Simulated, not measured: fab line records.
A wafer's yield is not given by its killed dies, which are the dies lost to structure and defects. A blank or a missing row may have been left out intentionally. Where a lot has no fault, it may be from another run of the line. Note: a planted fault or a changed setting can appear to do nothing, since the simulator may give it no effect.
fab line records    flow rit_cmos
record: lots: 7  wafers: 21  last_day: 7
route steps=202 shown ACTIVE@1 FOX1@20 FOX2@23 M1@202
lots that met no fault: taken from a fault-free run of the same line
start_h: hours from the record's opening day to when the first of the lot's shown wafers began    wait_h: how many hours have passed since the lot's step before this one    " the same as in the row above    L1.1+2: a row that stands for several wafers    - value missing, or start not given    * or withheld: withheld    < > ~ a bound
route shown NAME@n: a module of which the file shows steps, and the number in the route of the first    usual: mean/standard deviation of fault-free wafers    same: alike in all rows    chamber/n: place in a boat    sites: the reading at each site    _std_site: the values' standard deviation    _edge_site: mean of outer sites minus mean of inner sites    radius_mm: for every site, how far away it sits from the centre of the wafer    mask NAME#n: copy n    behind: the tool/chamber that last shaped the wafer    hold: why the lot was held/for how many hours/how that ended    device: the transistor (n, p or np) that didn't switch    end of line: the tests these same wafers got at the end of their route    a step without rows: its recipe alone    killed: dies that structure and defects cost at the first sort, which is not the same as the wafer's yield    map: per-die view of a wafer (x killed, . not killed, _ where there is no die)
set.NAME: the setting the step ran with; set.NAME@STEP: the setting that earlier step ran with    model.NAME: the simulator's own value behind a step, which no gauge read
lots seen at some steps along the route; tables by step, rows by wafer
services: a tool's chamber out of use, with start hour (start_h, from the record's first day; less than 0 if before it), hours out, and reason
== steps ==
step: RIT_ACTIVE_BOW_MEAS_00
recipe: mode: bow
usual: INCOMING_BOW: -1/6.3
lot.wafer  tool           chamber  start_h  wait_h  INCOMING_BOW[um]
L617.3     film_metro-01  -        15.04    -       1
L617.4     "              -        "        "       7
L617.5     "              -        "        "       6
L621.3     film_metro-01  -        35.04    -       -5
L621.5     "              -        "        "       3
L621.6     "              -        "        "       -1
L628.2     film_metro-01  -        70.02    -       -4
L628.5     "              -        "        "       -6
L628.6     "              -        "        "       -4
L630.4     film_metro-03  -        80.06    -       1
L630.5     "              -        "        "       -14
L630.6     "              -        "        "       -2
L631.2     film_metro-02  -        85.02    -       -9
L631.5     "              -        "        "       2
L631.6     "              -        "        "       2
L632.1     film_metro-01  -        90.00    -       5
L632.5     "              -        "        "       6
L632.6     "              -        "        "       7
L634.1     film_metro-01  -        100.00   -       -2
L634.3     "              -        "        "       3
L634.6     "              -        "        "       -7
step: RIT_ACTIVE_OXIDATION_01
recipe: temp_c: 1000  ambient: O2  target_thk_a: 468  ox_time_s: 3360
step: RIT_ACTIVE_THK_MEAS_02
recipe: reads: SiO2_of_ACTIVE_OXIDATION_01
usual: ACTIVE_OXIDE_THK: 47.0/0.93
lot.wafer  tool           chamber  start_h  wait_h  ACTIVE_OXIDE_THK[nm]
L617.3     film_metro-02  -        17.07    0.0     45.5
L617.4     "              -        "        "       44.7
L617.5     "              -        "        "       45.5
L621.3     film_metro-01  -        38.05    0.0     45.4
L621.5     "              -        "        "       46.0
L621.6     "              -        "        "       46.6
L628.2     film_metro-03  -        72.81    0.0     47.7
L628.5     "              -        "        "       47.9
L628.6     "              -        "        "       47.7
L630.4     film_metro-03  -        82.60    0.0     46.6
L630.5     "              -        "        "       47.2
L630.6     "              -        "        "       47.9
L631.2     film_metro-03  -        87.62    0.0     47.3
L631.5     "              -        "        "       47.7
L631.6     "              -        "        "       46.9
L632.1     film_metro-02  -        92.05    0.0     47.0
L632.5     "              -        "        "       47.1
L632.6     "              -        "        "       47.8
L634.1     film_metro-03  -        102.82   0.0     46.6
L634.3     "              -        "        "       46.6
L634.6     "              -        "        "       47.2
step: RIT_ACTIVE_CVD_03
recipe: material: Si3N4  target_thk_nm: 150  temp_c: 810  precursor: SiH2Cl2/NH3  time_s: 1500  pressure_mtorr: 300  sih2cl2_flow_sccm: 60  nh3_flow_sccm: 150
usual: nh3_flow_sccm: 149.9/0.41  spike_tc_centre_C: 811.9/1.3
lot.wafer  tool      chamber  start_h  wait_h  nh3_flow_sccm  spike_tc_centre_C  model.Si3N4_of_ACTIVE_CVD_03.thk_nm
L617.3     lpcvd-01  0        17.11    0.0     150.1          812.6              146.5
L617.4     "         0        "        "       149.3          813.4              147.8
L617.5     "         0        "        "       149.5          811.6              145.7
L621.3     lpcvd-02  0        38.09    0.0     149.4          810.2              152.5
L621.5     "         0        "        "       149.8          812.2              152.8
L621.6     "         0        "        "       149.9          810.5              152
L628.2     lpcvd-01  1        72.94    0.1     180.6          811.7              171.1
L628.5     "         1        "        "       180.5          811.8              171.6
L628.6     "         1        "        "       180.3          811.8              169.5
L630.4     lpcvd-01  0        82.96    0.3     179.9          813.2              175.5
L630.5     "         0        "        "       179.8          813.6              175.6
L630.6     "         0        "        "       179.3          814.6              175.2
L631.2     lpcvd-01  0        87.67    0.0     179.8          815.3              172
L631.5     "         0        "        "       180.0          812.5              172.3
L631.6     "         0        "        "       179.0          812.8              171.8
L632.1     lpcvd-02  1        92.11    0.1     150.0          812.3              148.7
L632.5     "         1        "        "       149.6          812.3              148.9
L632.6     "         1        "        "       149.7          807.5              149.6
L634.1     lpcvd-02  1        102.88   0.1     149.6          811.6              148.3
L634.3     "         1        "        "       150.6          811.9              148.3
L634.6     "         1        "        "       150.3          812.4              148
step: RIT_ACTIVE_THK_MEAS_04
recipe: reads: Si3N4_of_ACTIVE_CVD_03
usual: ACTIVE_NITRIDE_THK: 149.7/1.6
lot.wafer  tool           chamber  start_h  wait_h  hold                      ACTIVE_NITRIDE_THK[nm]
L617.3     film_metro-02  -        18.55    0.0     -                         146.3
L617.4     "              -        "        "       -                         147.8
L617.5     "              -        "        "       -                         145.7
L621.3     film_metro-02  -        39.52    0.0     -                         152.4
L621.5     "              -        "        "       -                         152.6
L621.6     "              -        "        "       -                         152.1
L628.2     film_metro-01  -        75.07    0.0     await_dispo/0.2h/release  171.0
L628.5     "              -        "        "       await_dispo/0.2h/release  171.5
L628.6     "              -        "        "       await_dispo/0.2h/release  169.6
L628.2     film_metro-01  -        75.30    0.2     -                         170.9
L628.5     "              -        "        "       -                         171.6
L628.6     "              -        "        "       -                         169.5
L630.4     film_metro-03  -        84.40    0.0     await_dispo/0.2h/release  175.5
L630.5     "              -        "        "       await_dispo/0.2h/release  175.6
L630.6     "              -        "        "       await_dispo/0.2h/release  175.0
L630.4     film_metro-03  -        84.74    0.3     -                         175.5
L630.5     "              -        "        "       -                         175.7
L630.6     "              -        "        "       -                         175.4
L631.2     film_metro-03  -        89.09    0.0     await_dispo/0.2h/release  172.0
L631.5     "              -        "        "       await_dispo/0.2h/release  172.4
L631.6     "              -        "        "       await_dispo/0.2h/release  171.7
L631.2     film_metro-03  -        89.32    0.2     -                         172.0
L631.5     "              -        "        "       -                         172.4
L631.6     "              -        "        "       -                         171.7
L632.1     film_metro-02  -        93.53    0.0     -                         148.8
L632.5     "              -        "        "       -                         149.0
L632.6     "              -        "        "       -                         149.7
L634.1     film_metro-01  -        104.30   0.0     -                         148.3
L634.3     "              -        "        "       -                         148.4
L634.6     "              -        "        "       -                         148.0
step: RIT_ACTIVE_COAT_06
recipe: resist: NOVOLAK  spin_rpm: 3250  resist_thk_nm: 1000
step: RIT_ACTIVE_SOFTBAKE_07
recipe: resist: NOVOLAK  temp_c: 90  time_s: 60
step: RIT_ACTIVE_EXPOSE_08
recipe: mask_id: M1  na: 0.6  source_shape: conventional  sigma_outer: 0.6  target_cd_nm: 1400  dose_mj: 225
step: RIT_ACTIVE_PEB_09
recipe: resist: NOVOLAK  temp_c: withheld  time_s: withheld
step: RIT_ACTIVE_DEVELOP_10
recipe: resist: NOVOLAK  develop_time_s: 50  dev_temp_c: 23
step: RIT_ACTIVE_CD_MEAS_11
recipe: target_cd_nm: 1400
usual: cd_nm: 1400.6/1.9
lot.wafer  tool       chamber  start_h  wait_h  cd_nm
L617.3     cd_sem-01  -        19.48    -       1398.3
L617.4     "          -        "        "       1400.3
L617.5     "          -        "        "       1399.6
L621.3     cd_sem-02  -        40.58    -       1399.1
L621.5     "          -        "        "       1398.1
L621.6     "          -        "        "       1397.7
L628.2     cd_sem-02  -        77.92    -       1401.4
L628.5     "          -        "        "       1401.8
L628.6     "          -        "        "       1400.6
L630.4     cd_sem-01  -        88.88    -       1400.9
L630.5     "          -        "        "       1397.3
L630.6     "          -        "        "       1397.7
L631.2     cd_sem-01  -        92.84    -       1402.8
L631.5     "          -        "        "       1401.5
L631.6     "          -        "        "       1402.5
L632.1     cd_sem-01  -        94.44    -       1399.7
L632.5     "          -        "        "       1400.3
L632.6     "          -        "        "       1399.2
L634.1     cd_sem-02  -        105.21   -       1402.4
L634.3     "          -        "        "       1401.8
L634.6     "          -        "        "       1402.8
step: RIT_ACTIVE_HARDBAKE_12
recipe: resist: NOVOLAK  temp_c: 140  time_s: 60
step: RIT_ACTIVE_ETCH_13
recipe: stop_on: SiO2  chemistry: SF6  target: Si3N4  time_s: 210  over_etch_frac: 0.4  SF6_flow_sccm: 200  pressure_mtorr: 260  rf_w: 125  target_depth_a: 2100
usual: drypump_motor_current_A: 5.8/0.41  oes_product_au: 0.816/0.013  throttle_valve_pct: 7.52/0.15
lot.wafer  tool         chamber  start_h  wait_h  drypump_motor_current_A  oes_product_au  rf_hours_counter_h  throttle_valve_pct  model.ACTIVE.feature_depth_nm  model.etch.depth_nm
L617.3     rie_diel-03  2        19.71    0.1     6.5                      0.814           95                  7.70                146.5                          146.5
L617.4     "            0        "        "       5.9                      0.815           156                 7.53                147.8                          147.8
L617.5     "            0        "        "       5.9                      0.807           -                   7.54                145.7                          145.7
L621.3     rie_diel-03  1        40.81    0.1     5.6                      0.809           134                 7.25                152.5                          152.5
L621.5     "            0        "        "       5.9                      0.825           -                   7.52                152.8                          152.8
L621.6     "            3        "        "       5.7                      0.842           -                   7.36                152.4                          152
L628.2     rie_diel-01  2        78.29    0.1     5.7                      0.876           25                  7.34                171.5                          171.1
L628.5     "            3        "        "       5.7                      0.897           -                   7.64                171.6                          171.6
L628.6     "            2        "        "       5.7                      0.876           -                   7.34                169.9                          169.5
L630.4     rie_diel-03  2        89.27    0.1     6.5                      0.900           96                  7.70                175.5                          175.5
L630.5     "            1        "        "       5.6                      0.883           -                   7.23                175.6                          175.6
L630.6     "            2        "        "       6.4                      0.903           -                   7.72                175.2                          175.2
L631.2     rie_diel-03  2        93.17    0.1     6.4                      0.891           96                  7.69                172                            172
L631.5     "            1        "        "       5.6                      0.868           -                   7.25                172.3                          172.3
L631.6     "            0        "        "       5.9                      0.876           -                   7.53                171.8                          171.8
L632.1     rie_diel-02  0        94.71    0.1     5.0                      0.820           76                  7.52                149.8                          148.7
L632.5     "            2        "        "       6.1                      0.797           -                   7.48                148.9                          148.9
L632.6     "            1        "        "       6.2                      0.830           -                   7.65                149.6                          149.6
L634.1     rie_diel-01  0        105.49   0.1     6.4                      0.806           130                 7.65                148.3                          148.3
L634.3     "            1        "        "       5.1                      0.807           137                 7.64                148.3                          148.3
L634.6     "            1        "        "       5.1                      0.811           -                   7.62                148                            148
step: RIT_ACTIVE_STRIP_14
recipe: chemistry: O2  time_s: 180  resist: NOVOLAK  platen_temp_c: withheld  power_w: 500  pressure_mtorr: 4000  o2_flow_sccm: 4000
usual: drypump_motor_current_A: 6.02/0.19
lot.wafer  tool             chamber  start_h  wait_h  drypump_motor_current_A  rf_hours_counter_h
L617.3     plasma_asher-03  0        19.90    0.1     5.92                     -
L617.4     "                1        "        "       6.27                     -
L617.5     "                0        "        "       5.89                     -
L621.3     plasma_asher-01  1        41.00    0.1     6.13                     -
L621.5     "                1        "        "       6.12                     -
L621.6     "                0        "        "       5.93                     -
L628.2     plasma_asher-02  1        78.42    0.1     5.72                     43
L628.5     "                1        "        "       5.77                     -
L628.6     "                0        "        "       5.97                     -
L631.2     plasma_asher-02  0        93.30    0.1     5.95                     44
L631.5     "                1        "        "       5.71                     -
L631.6     "                0        "        "       5.94                     -
L632.1     plasma_asher-03  1        94.84    0.1     6.27                     46
L632.5     "                1        "        "       6.28                     -
L632.6     "                0        "        "       5.88                     -
L634.1     plasma_asher-03  0        105.62   0.1     5.88                     48
L634.3     "                0        "        "       5.89                     -
L634.6     "                1        "        "       6.28                     -
L630.4     plasma_asher-01  1        128.54   39.2    6.16                     -
L630.5     "                1        "        "       6.14                     -
L630.6     "                0        "        "       5.93                     -
step: RIT_ACTIVE_CD_MEAS_90
recipe: target_cd_nm: 1400
usual: cd_nm: 1400.7/1.9
lot.wafer  tool       chamber  start_h  wait_h  cd_nm
L617.3     cd_sem-01  -        20.06    0.1     1398.7
L617.4     "          -        "        "       1400.4
L617.5     "          -        "        "       1400.0
L621.3     cd_sem-01  -        41.16    0.1     1399.7
L621.5     "          -        "        "       1397.9
L621.6     "          -        "        "       1397.8
L628.2     cd_sem-02  -        78.61    0.1     1402.0
L628.5     "          -        "        "       1402.0
L628.6     "          -        "        "       1401.0
L631.2     cd_sem-02  -        93.50    0.1     1402.9
L631.5     "          -        "        "       1401.8
L631.6     "          -        "        "       1402.3
L632.1     cd_sem-01  -        95.02    0.1     1399.5
L632.5     "          -        "        "       1400.8
L632.6     "          -        "        "       1399.1
L634.1     cd_sem-01  -        105.79   0.1     1403.1
L634.3     "          -        "        "       1401.9
L634.6     "          -        "        "       1403.1
L630.4     cd_sem-01  -        128.72   0.1     1400.8
L630.5     "          -        "        "       1397.6
L630.6     "          -        "        "       1397.9
step: RIT_ACTIVE_CLEAN_15
recipe: chemistry: SC1  mix: 3:3:50  time_s: 600  temp_c: 75
step: RIT_ACTIVE_CLEAN_16
recipe: chemistry: dHF  dilution: 50:1  time_s: 30
step: RIT_ACTIVE_CLEAN_17
recipe: chemistry: SC2  mix: 3:3:50  time_s: 600  temp_c: 75  dry: n2_spin
step: RIT_FOX1_OXIDATION_00
recipe: temp_c: 1100  ambient: H2O  target_thk_a: 3507  p_h2o_torr: 720  ox_time_s: 1130
step: RIT_FOX1_THK_MEAS_01
recipe: reads: SiO2_of_FOX1_OXIDATION_00
usual: FOX1_OXIDE_THK: 349/7.5
lot.wafer  tool           chamber  start_h  wait_h  FOX1_OXIDE_THK[nm]
L617.3     film_metro-03  -        21.84    0.0     347
L617.4     "              -        "        "       343
L617.5     "              -        "        "       345
L621.3     film_metro-02  -        44.32    0.0     335
L621.5     "              -        "        "       339
L621.6     "              -        "        "       335
L628.2     film_metro-04  -        80.88    0.0     353
L628.5     "              -        "        "       361
L628.6     "              -        "        "       364
L631.2     film_metro-04  -        95.34    0.0     344
L631.5     "              -        "        "       348
L631.6     "              -        "        "       353
L632.1     film_metro-02  -        96.94    0.0     349
L632.5     "              -        "        "       349
L632.6     "              -        "        "       350
L634.1     film_metro-03  -        107.61   0.0     358
L634.3     "              -        "        "       360
L634.6     "              -        "        "       354
L630.4     film_metro-02  -        130.49   0.0     351
L630.5     "              -        "        "       356
L630.6     "              -        "        "       355
step: RIT_FOX1_WET_ETCH_02
recipe: chemistry: BOE  target_depth_nm: 350  time_s: 390  temp_c: 21.5  dry: n2_spin  dilution: 10:1  target: SiO2
step: RIT_FOX2_OXIDATION_00
recipe: temp_c: 1100  ambient: H2O  target_thk_a: 3507  p_h2o_torr: 720  ox_time_s: 1130
step: RIT_FOX2_THK_MEAS_01
recipe: reads: SiO2_of_FOX2_OXIDATION_00
usual: FOX2_OXIDE_THK: 353/6
lot.wafer  tool           chamber  start_h  wait_h  FOX2_OXIDE_THK[nm]
L617.3     film_metro-04  -        23.33    0.0     343
L617.4     "              -        "        "       344
L617.5     "              -        "        "       343
L621.3     film_metro-04  -        45.81    0.0     342
L621.5     "              -        "        "       342
L621.6     "              -        "        "       338
L628.2     film_metro-01  -        83.36    0.0     353
L628.5     "              -        "        "       351
L628.6     "              -        "        "       353
L631.2     film_metro-03  -        96.95    0.0     357
L631.5     "              -        "        "       347
L631.6     "              -        "        "       353
L632.1     film_metro-01  -        99.28    0.0     361
L632.5     "              -        "        "       356
L632.6     "              -        "        "       358
L634.1     film_metro-03  -        109.11   0.0     349
L634.3     "              -        "        "       352
L634.6     "              -        "        "       353
L630.4     film_metro-04  -        132.00   0.0     345
L630.5     "              -        "        "       350
L630.6     "              -        "        "       348
step: RIT_FOX2_CLEAN_02
recipe: chemistry: dHF  dilution: 50:1  time_s: 180
lot.wafer  tool          chamber  start_h  wait_h  model.Si3N4_of_ACTIVE_CVD_03.thk_nm
L617.3     wet_bench-02  2        23.37    0.0     127.3
L617.4     "             2        "        "       128.6
L617.5     "             2        "        "       126.5
L621.3     wet_bench-01  2        45.85    0.0     133.2
L621.5     "             2        "        "       133.5
L621.6     "             2        "        "       132.7
L628.2     wet_bench-03  2        83.41    0.0     151.8
L628.5     "             2        "        "       152.3
L628.6     "             2        "        "       150.2
L631.2     wet_bench-02  0        97.00    0.0     152.8
L631.5     "             0        "        "       153.1
L631.6     "             0        "        "       152.5
L632.1     wet_bench-02  1        99.34    0.1     129.5
L632.5     "             1        "        "       129.7
L632.6     "             1        "        "       130.5
L634.1     wet_bench-03  3        109.17   0.1     129.2
L634.3     "             3        "        "       129.1
L634.6     "             3        "        "       128.8
L630.4     wet_bench-03  0        132.03   0.0     156.3
L630.5     "             0        "        "       156.4
L630.6     "             0        "        "       156
step: RIT_FOX2_WET_ETCH_03
recipe: chemistry: H3PO4  target: Si3N4  target_depth_nm: 195  temp_c: 165  time_s: 2700
step: RIT_M1_PROBE_99
usual: killed_at_contacts: 0.1/0.38  killed_at_front_end: 6.9/2.9  killed_dies: 7.1/3  killed_open: 3.5/2.1  killed_short: 3.5/2
same: gross_dies: 264  killed_at_M0_to_M3: 0  killed_at_M4_up: 0  killed_at_back_side: 0  killed_at_other: 0
lot.wafer  tool       chamber  start_h  wait_h  killed_at_contacts  killed_at_front_end  killed_dies  killed_open  killed_short
L617.3     prober-01  -        65.44    0.2     1                   9                    10           4            6
L617.4     prober-01  -        65.49    0.2     0                   10                   10           2            8
L617.5     prober-01  -        65.54    0.2     0                   12                   12           7            5
L621.3     prober-01  -        89.33    0.2     0                   7                    7            2            5
L621.5     prober-01  -        89.43    0.2     0                   3                    3            1            2
L621.6     prober-01  -        89.48    0.2     0                   6                    6            2            4
L628.2     prober-01  -        123.03   0.1     0                   19                   19           11           8
L628.5     prober-01  -        123.18   0.2     0                   5                    5            2            3
L628.6     prober-01  -        123.23   0.2     0                   9                    9            8            1
L632.1     prober-01  -        138.18   0.1     0                   5                    5            3            2
L632.5     prober-01  -        138.38   0.2     0                   3                    3            3            0
L632.6     prober-01  -        138.43   0.2     0                   8                    8            3            5
L631.2     prober-02  -        141.30   0.1     0                   4                    4            3            1
L631.5     prober-02  -        141.45   0.2     0                   10                   10           5            5
L631.6     prober-02  -        141.50   0.2     0                   6                    6            2            4
L634.1     prober-01  -        147.89   0.1     0                   9                    9            2            7
L634.3     prober-01  -        147.99   0.2     0                   5                    5            2            3
L634.6     prober-01  -        148.14   0.2     2                   10                   12           5            5
L630.4     prober-02  -        168.58   0.2     0                   10                   10           4            5
L630.5     prober-02  -        168.63   0.2     0                   8                    8            4            4
L630.6     prober-02  -        168.68   0.2     0                   9                    9            3            6
killed by level:class
L617.3 GATE:geometric_particle:open=4 GATE:geometric_particle:short=4 FOX2:geometric_particle:short=1 CONTACT:geometric_particle:short=1
L617.4 SPACER:geometric_particle:short=4 FOX2:geometric_particle:short=3 FOX1:geometric_particle:short=1 GATE:geometric_particle:open=1 SPACER:geometric_particle:open=1
L617.5 GATE:geometric_particle:open=3 FOX1:geometric_particle:short=2 FOX2:geometric_particle:open=2 FOX1:geometric_particle:open=1 GATE:geometric_particle:short=1 REOX:geometric_particle:short=1 REOX:geometric_particle:open=1 SILICIDE:geometric_particle:short=1
L621.3 SILICIDE:geometric_particle:short=2 FOX1:geometric_particle:open=1 FOX2:geometric_particle:short=1 FOX2:geometric_particle:open=1 GATE:geometric_particle:short=1 SPACER:geometric_particle:short=1
L621.5 GATE:geometric_particle:short=2 SPACER:geometric_particle:open=1
L621.6 FOX1:geometric_particle:short=1 FOX2:geometric_particle:short=1 GATE:geometric_particle:open=1 GATE:geometric_particle:short=1 SPACER:geometric_particle:short=1 SILICIDE:geometric_particle:open=1
L628.2 FOX1:geometric_particle:open=6 GATE:geometric_particle:short=3 FOX1:geometric_particle:short=2 GATE:geometric_particle:open=2 REOX:geometric_particle:open=2 SILICIDE:geometric_particle:short=2 REOX:geometric_particle:short=1 SILICIDE:geometric_particle:open=1
L628.5 FOX1:geometric_particle:short=1 FOX1:geometric_particle:open=1 GATE:geometric_particle:short=1 REOX:geometric_particle:open=1 REOX:geometric_particle:short=1
L628.6 GATE:geometric_particle:open=5 SPACER:geometric_particle:open=3 REOX:geometric_particle:short=1
L632.1 GATE:geometric_particle:open=3 REOX:geometric_particle:short=2
L632.5 FOX1:geometric_particle:open=1 GATE:geometric_particle:open=1 SPACER:geometric_particle:open=1
L632.6 GATE:geometric_particle:short=4 FOX1:geometric_particle:open=2 FOX1:geometric_particle:short=1 GATE:geometric_particle:open=1
L631.2 SILICIDE:geometric_particle:open=2 FOX2:geometric_particle:open=1 SILICIDE:geometric_particle:short=1
L631.5 GATE:geometric_particle:open=4 GATE:geometric_particle:short=2 ACTIVE:geometric_particle:short=1 SPACER:geometric_particle:short=1 SPACER:geometric_particle:open=1 SILICIDE:geometric_particle:short=1
L631.6 FOX1:geometric_particle:short=3 FOX1:geometric_particle:open=1 GATE:geometric_particle:short=1 REOX:geometric_particle:open=1
L634.1 SPACER:geometric_particle:short=2 GATE:geometric_particle:short=2 SILICIDE:geometric_particle:short=2 GATE:geometric_particle:open=1 REOX:geometric_particle:short=1 SILICIDE:geometric_particle:open=1
L634.3 FOX2:geometric_particle:short=1 GATE:geometric_particle:short=1 GATE:geometric_particle:open=1 REOX:geometric_particle:open=1 SILICIDE:geometric_particle:short=1
L634.6 GATE:geometric_particle:open=2 GATE:geometric_particle:short=2 SILICIDE:geometric_particle:short=2 CONTACT:coat_microbubble_printed=2 FOX1:geometric_particle:open=1 SPACER:geometric_particle:short=1 SPACER:geometric_particle:open=1 SILICIDE:geometric_particle:open=1
L630.4 GATE:geometric_particle:open=2 REOX:geometric_particle:short=2 FOX2:geometric_particle:short=1 GATE:geometric_particle:short=1 SPACER:geometric_particle:short=1 SPACER:geometric_particle:open=1 SILICIDE:geometric_particle:open=1 NRETRO:coat_microbubble_printed=1
L630.5 GATE:geometric_particle:short=3 SPACER:geometric_particle:open=3 FOX1:geometric_particle:short=1 GATE:geometric_particle:open=1
L630.6 FOX2:geometric_particle:short=4 GATE:geometric_particle:short=1 REOX:geometric_particle:short=1 REOX:geometric_particle:open=1 SPACER:geometric_particle:open=1 SILICIDE:geometric_particle:open=1
== services ==
tool             chamber  start_h  hours  kind
rie_diel-03      3        25.42    6.3    repair
lpcvd-01         -        27.07    1.3    repair
lpcvd-01         -        33.53    0.8    pm
lpcvd-02         -        34.54    0.7    repair
wet_bench-03     -        44.06    2.1    repair
plasma_asher-03  -        45.70    3.9    repair
rie_diel-02      0        51.41    5.0    repair
rie_diel-02      1        53.56    2.0    repair
lpcvd-02         -        58.56    14.6   pm
rie_diel-03      1        59.09    4.2    repair
rie_diel-03      2        61.72    3.1    repair
wet_bench-01     -        69.82    7.1    repair
rie_diel-02      0        76.21    10.0   repair
rie_diel-03      0        107.41   -      clean
rie_diel-03      0        107.41   17.7   scheduled_down
rie_diel-03      0        107.41   17.7   vent_cycle
rie_diel-01      -        120.40   0.3    repair
plasma_asher-01  -        130.40   9.0    pm
plasma_asher-01  0        130.40   9.0    vent_cycle
plasma_asher-01  1        130.40   9.0    vent_cycle
== key ==
first_sign: step: RIT_ACTIVE_CVD_03  reading: nh3_flow_sccm  direction: up  sigmas: 73  usual: 149.9  struck: 179.9
effect: step: RIT_ACTIVE_THK_MEAS_04  reading: visit  direction: added
effect: step: RIT_ACTIVE_THK_MEAS_04  reading: ACTIVE_NITRIDE_THK  direction: up  sigmas: 14  usual: 149.7  struck: 172.7
effect: step: RIT_ACTIVE_ETCH_13  reading: oes_product_au  direction: up  sigmas: 5.2  usual: 0.816  struck: 0.886
model_effect: step: RIT_ACTIVE_CVD_03  value: Si3N4_of_ACTIVE_CVD_03.thk_nm  without: 151.3  struck: 172.7
model_effect: step: RIT_ACTIVE_ETCH_13  value: ACTIVE.feature_depth_nm  without: 151.4  struck: 172.8
model_effect: step: RIT_FOX2_CLEAN_02  value: Si3N4_of_ACTIVE_CVD_03.thk_nm  without: 132.1  struck: 153.5
met_at RIT_ACTIVE_CVD_03
struck_wafers L628.2,L628.5,L628.6,L630.4,L630.5,L630.6,L631.2,L631.5,L631.6
tester_left_out L628,L630,L631
onset_between 17.11 72.94
fault: kind: process_parameter_drift  tool: lpcvd-01  chamber: -  onset_h: 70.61  steps: RIT_ACTIVE_CVD_03  channel: nh3_flow_sccm  offset: 30  shape: step  end_h: 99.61  acts_in: these_recipes_only  stated: 150
tester_left_out: of these lots the tester's yield and bins aren't shown, on N5 and GAA mostly nor the transistor test; their killed dies are dies lost to structure and defects alone, not to doping, threshold or leakage, so they don't give the yield
